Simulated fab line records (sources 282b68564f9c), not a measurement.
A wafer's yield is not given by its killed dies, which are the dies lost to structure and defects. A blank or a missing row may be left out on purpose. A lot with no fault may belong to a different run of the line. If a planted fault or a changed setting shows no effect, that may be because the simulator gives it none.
Struck lot and sound lot, side by side / flow ritCmos / 44 out of 202 route steps
Sound: these wafers, L538.1, L538.2, L538.4. Wafers L541.1, L541.2, L541.4 were the ones struck. The cause comes at the end.
For every step that has rows: the tool of each side, followed by ch and its chambers, followed by its first start. Under that, the readings that differ: sound wafers / struck wafers / difference of the means / sigmas: that difference in standard deviations of wafers without a fault.
alike: readings with means less than 2 such deviations apart, plus words and numbers identical on both sides. not compared: withheld readings, readings lacking a value on some wafer, bounds such as >300 that could conceal the same value, and numbers that have no deviation in the record and whose values overlap.
The two part at a step that has a row with sigmas, a row that says differs or no value, or rows on one side only. Numbers that don't overlap but have no deviation are shown without sigmas and don't part them. A reading that every wafer of one side lacks parts them only if that side has two wafers or more.

first, 4 steps without rows for these wafers: RIT_NWELL_SOFTBAKE_02 (time 60 s); RIT_NWELL_EXPOSE_03 (exposes mask M2, target cd 43900 nm); RIT_NWELL_PEB_04; RIT_NWELL_DEVELOP_05 (develop time 68 s).
RIT_NWELL_OVL_MEAS_06:
  sound on overlay-02 at day 3 08:41; struck on overlay-01 at day 4 00:45
  alike: NWELL_OVL
then, 2 steps without rows for these wafers: RIT_NWELL_HARDBAKE_07 (time 120 s); RIT_NWELL_IMPLANT_08.
RIT_NWELL_STRIP_09: strips in O2, time 180 s.
  sound on plasmaAsher-04 ch 0,1, day 3 09:07; struck on plasmaAsher-03 ch 0,1, day 4 01:11
  alike: drypumpMotorCurrentA
  not compared: rfHoursCounterH
RIT_NWELL_TW_MEAS_10:
  sound on filmMetro-04 at day 3 09:17; struck on filmMetro-03 at day 4 01:22
  alike: NWELL_TW
then, 2 steps without rows for these wafers: RIT_PWELL_HMDS_00 (prime time 60 s); RIT_PWELL_COAT_01 (resist thk 1300 nm).
RIT_PWELL_SOFTBAKE_02: time 62.36 s.
  sound on lithoTrack-02 ch 0, day 3 09:39; struck on lithoTrack-01 ch 0, day 4 01:43
  alike: plateSensorTCentreC, plateSensorTEdgeC
RIT_PWELL_EXPOSE_03: exposes mask M3, target cd 43700 nm.
  sound on ilineStepper-01 ch 0, day 3 09:56; struck on ilineStepper-01 ch 0, day 4 01:59
reading=model.PWELL.overlayXNm (nm); sound=-0.7522 -0.7522 -0.7522; struck=420.1 420.1 420.1; difference=+420.9; sigmas=
  alike: mask
then, 2 steps without rows for these wafers: RIT_PWELL_PEB_04; RIT_PWELL_DEVELOP_05 (develop time 68 s).
RIT_PWELL_OVL_MEAS_06:
  sound on overlay-02 at day 3 10:22; struck on overlay-02 at day 4 02:25
reading=PWELL_OVL (nm); sound=0.8 -1.1 -1.2; struck=418.9 420.7 420.3; difference=+420.5; sigmas=+99 or more
then, 2 steps without rows for these wafers: RIT_PWELL_HARDBAKE_07 (time 120 s); RIT_PWELL_IMPLANT_08.
RIT_PWELL_STRIP_09: strips in O2, time 180 s.
  sound on plasmaAsher-03 ch 0,1, day 3 10:47; struck on plasmaAsher-02 ch 0,1, day 4 02:52
  alike: drypumpMotorCurrentA
  not compared: rfHoursCounterH
RIT_PWELL_TW_MEAS_10:
  sound on filmMetro-03 at day 3 10:58; struck on filmMetro-04 at day 4 03:02
  alike: PWELL_TW
then, 1 step without rows for these wafers: RIT_WELLDRIVE_ANNEAL_00 (time 14700 s).
RIT_WELLDRIVE_RS_MEAS_01: a four-point-probe measurement.
  sound on filmMetro-04 at day 3 16:07; struck on filmMetro-04 at day 4 09:49
  alike: NWELL_RS
RIT_WELLDRIVE_RS_MEAS_02: a four-point-probe measurement.
  sound on filmMetro-04 at day 3 16:14; struck on filmMetro-04 at day 4 09:56
  alike: PWELL_RS
then, 6 steps without rows for these wafers: RIT_NRETRO_HMDS_00 (prime time 60 s); RIT_NRETRO_COAT_01 (resist thk 1300 nm); RIT_NRETRO_SOFTBAKE_02 (time 60 s); RIT_NRETRO_EXPOSE_03 (exposes mask M4, target cd 43900 nm); RIT_NRETRO_PEB_04; RIT_NRETRO_DEVELOP_05 (develop time 68 s).
RIT_NRETRO_OVL_MEAS_06:
  sound on overlay-02 at day 3 17:22; struck on overlay-02 at day 4 10:56
  alike: NRETRO_OVL
then, 2 steps without rows for these wafers: RIT_NRETRO_HARDBAKE_07 (time 120 s); RIT_NRETRO_IMPLANT_08.
RIT_NRETRO_STRIP_09: strips in O2, time 180 s.
  sound on plasmaAsher-03 ch 0,1, day 3 17:47; struck on plasmaAsher-01 ch 0,1, day 4 11:22
  alike: drypumpMotorCurrentA
  not compared: rfHoursCounterH
RIT_NRETRO_TW_MEAS_10:
  sound on filmMetro-03 at day 3 17:58; struck on filmMetro-02 at day 4 11:33
  alike: NRETRO_TW
then, 6 steps without rows for these wafers: RIT_PRETRO_HMDS_00 (prime time 60 s); RIT_PRETRO_COAT_01 (resist thk 1300 nm); RIT_PRETRO_SOFTBAKE_02 (time 60 s); RIT_PRETRO_EXPOSE_03 (exposes mask M5, target cd 43700 nm); RIT_PRETRO_PEB_04; RIT_PRETRO_DEVELOP_05 (develop time 68 s).
RIT_PRETRO_OVL_MEAS_06:
  sound on overlay-01 at day 3 19:02; struck on overlay-02 at day 4 12:37
  alike: PRETRO_OVL
then, 1 step without rows for these wafers: RIT_PRETRO_HARDBAKE_07 (time 120 s).
RIT_GATE_ETCH_19: etches poly-Si in SF6/CHF3/O2, stops on SiO2, time 165 s, target depth 312.5 nm.
  sound on rieSi-01 ch 0,1,3, day 4 02:17; struck on rieSi-02 ch 0,1,3, day 4 20:13
  alike: O2_flow_sccm, drypumpMotorCurrentA, oesProductAu, throttleValvePct
  not compared: rfHoursCounterH, model.GATE.cdNm
RIT_M1_PROBE_99:
  sound on prober-02 at day 5 00:11; struck on prober-01 at day 5 16:10
reading=model.etest.pmos_0p15.rOnOhmUm; sound=2749 2727 2745; struck=2706 2696 2710; difference=-36; sigmas=
reading=model.etest.wellEdgeLeft.lineOhmUm; sound=183.4 181.8 182.7; struck=221.4 223 227.2; difference=+41.2; sigmas=
reading=model.etest.nmos_0p15.rOnOhmUm; sound=1155 1114 1145; struck=1166 1175 1190; difference=+39; sigmas=
reading=model.etest.wellEdgeRight.lineOhmUm; sound=182.5 182.3 181.9; struck=161.2 161 160.4; difference=-21.4; sigmas=
reading=model.etest.pmos_0p15.driveUaUm; sound=253.9 257.2 257.8; struck=264.6 265.6 266.1; difference=+9.1; sigmas=
  alike: killedAtFrontEnd, killedDies, killedOpen, killedShort
  not compared: model.etest.pmosTurned.rOnOhmUm, model.etest.nmos_0p15.driveUaUm, model.etest.npolyLine.lineOhmUm

WHERE THEY PART
Only at RIT_PWELL_OVL_MEAS_06, as far as this record shows. Later steps at which nothing parts them and some readings are alike: RIT_PWELL_STRIP_09, RIT_PWELL_TW_MEAS_10, RIT_WELLDRIVE_RS_MEAS_01, RIT_WELLDRIVE_RS_MEAS_02, RIT_NRETRO_OVL_MEAS_06, RIT_NRETRO_STRIP_09, RIT_NRETRO_TW_MEAS_10, RIT_PRETRO_OVL_MEAS_06, RIT_GATE_ETCH_19, RIT_M1_PROBE_99.

WHY: what the simulator had put in
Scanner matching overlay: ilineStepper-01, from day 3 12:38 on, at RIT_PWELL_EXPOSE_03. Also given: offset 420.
